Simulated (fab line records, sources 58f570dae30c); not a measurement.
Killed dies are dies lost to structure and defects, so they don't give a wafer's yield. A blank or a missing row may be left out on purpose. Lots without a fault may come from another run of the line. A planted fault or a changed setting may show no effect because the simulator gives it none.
One fault seen from 2 desks | flow berkeley_cmos170 | each desk has only its own numbers; what lay behind them comes last

THE METROLOGY DESK
What the gauges read, lot by lot, whatever tool the lot ran on: means of the sampled wafers that have a number. A lot is out of limits, marked OUT, if its mean lies more than 4 standard deviations from the usual mean; the brackets give that distance.
Columns: A = PFIELD_TW at UCB170_PFIELD_TW_MEAS_09, usual 602; B = PVT_OVL at UCB170_PVT_OVL_MEAS_06, usual 1 nm; C = GATE_POLY_THK at UCB170_GATE_THK_MEAS_05, usual 214.8 nm; D = cd_nm at UCB170_PLDD_CD_MEAS_06, usual 1199.7 nm
lot  | first seen here | A   | B  | C     | D
L843 | day 4 18:26     | 604 | -9 | 213.6 | 1200.1
L845 | day 4 18:58     | 605 | 7  | 214.4 | 1198.6
L844 | day 4 19:08     | 598 | 2  | 215.5 | 1200.6
L848 | day 5 06:34     | 597 | -3 | 213.1 | 1197.4
L847 | day 5 14:16     | 599 | 8  | 214.7 | 1198.1
L850 | day 6 00:10     | 600 | 4  | 217.3 | 1198.7
L851 | day 6 00:39     | 608 | -4 | 209.6 | 1199.0
L853 | day 6 12:04     | 606 | -3 | 210.8 | 1200.7
L855 | day 7 00:49     | 603 | 7  | 214.4 | 1200.9
L856 | day 7 11:49     | 602 | 4  | 215.9 | 1200.3
L859 | day 7 19:07     | 602 | 2  | 215.4 | 1217.9 (+14) OUT
L860 | day 7 19:34     | 601 | 8  | 219.5 | 1218.7 (+15) OUT
L862 | day 8 12:46     | 604 | 0  | 214.8 | 1213.9 (+11) OUT
L861 | day 8 13:01     | 598 | 5  | 214.3 | 1199.3
L864 | day 8 23:47     | 598 | -6 | 214.4 | 1199.9
This desk's finding: out of limits on L859, L860, L862; first on L859, day 9 17:20 (cd_nm at UCB170_PLDD_CD_MEAS_06). In limits: L843, L845, L844, L848, L847, L850, L851, L853, L855, L856, L861, L864.

THE TOOL OWNER'S DESK: krf_scanner-02
The tool's own readings at UCB170_PLDD_EXPOSE_03 (exposes mask PSELECT, target cd 1200 nm): means of the sampled wafers that have a number, for each lot that ran on this tool. A lot is out of limits, marked OUT, if its mean lies more than 4 standard deviations from the usual mean; the brackets give that distance.
Columns: A = exposure_dose_mJ_cm2 at UCB170_PLDD_EXPOSE_03, usual 29.983
lot  | first seen here | A
L844 | day 6 08:56     | 29.992
L843 | day 6 09:04     | 29.982
L845 | day 6 09:13     | 29.960
L848 | day 7 06:46     | 29.994
L851 | day 7 22:44     | 29.996
L855 | day 8 21:22     | 29.948
L856 | day 9 12:06     | 29.965
L859 | day 9 16:30     | 33.346 (+99 or more) OUT
L860 | day 9 16:54     | 33.299 (+99 or more) OUT
L862 | day 10 06:47    | 32.108 (+76) OUT
This desk's finding: out of limits on L859, L860, L862; first on L859, day 9 16:30 (exposure_dose_mJ_cm2 at UCB170_PLDD_EXPOSE_03). In limits: L844, L843, L845, L848, L851, L855, L856.

PUT TOGETHER
The tool owner's desk could have raised an alarm at day 9 16:30, on L859, L860, L862.
The metrology desk could have raised an alarm at day 9 17:20, on L859, L860, L862.
Of the lots named, all ran UCB170_PLDD_EXPOSE_03 on krf_scanner-02.

WHAT THE SIMULATOR HAD PUT IN
Process parameter drift: krf_scanner-02, from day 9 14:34 on, at UCB170_PLDD_EXPOSE_03. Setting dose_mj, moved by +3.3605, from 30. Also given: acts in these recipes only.
Lots struck among those shown: L859, L860, L862.
Hours from the fault's start to each desk's first reading out of limits: the tool owner's desk, 2; the metrology desk, 3.
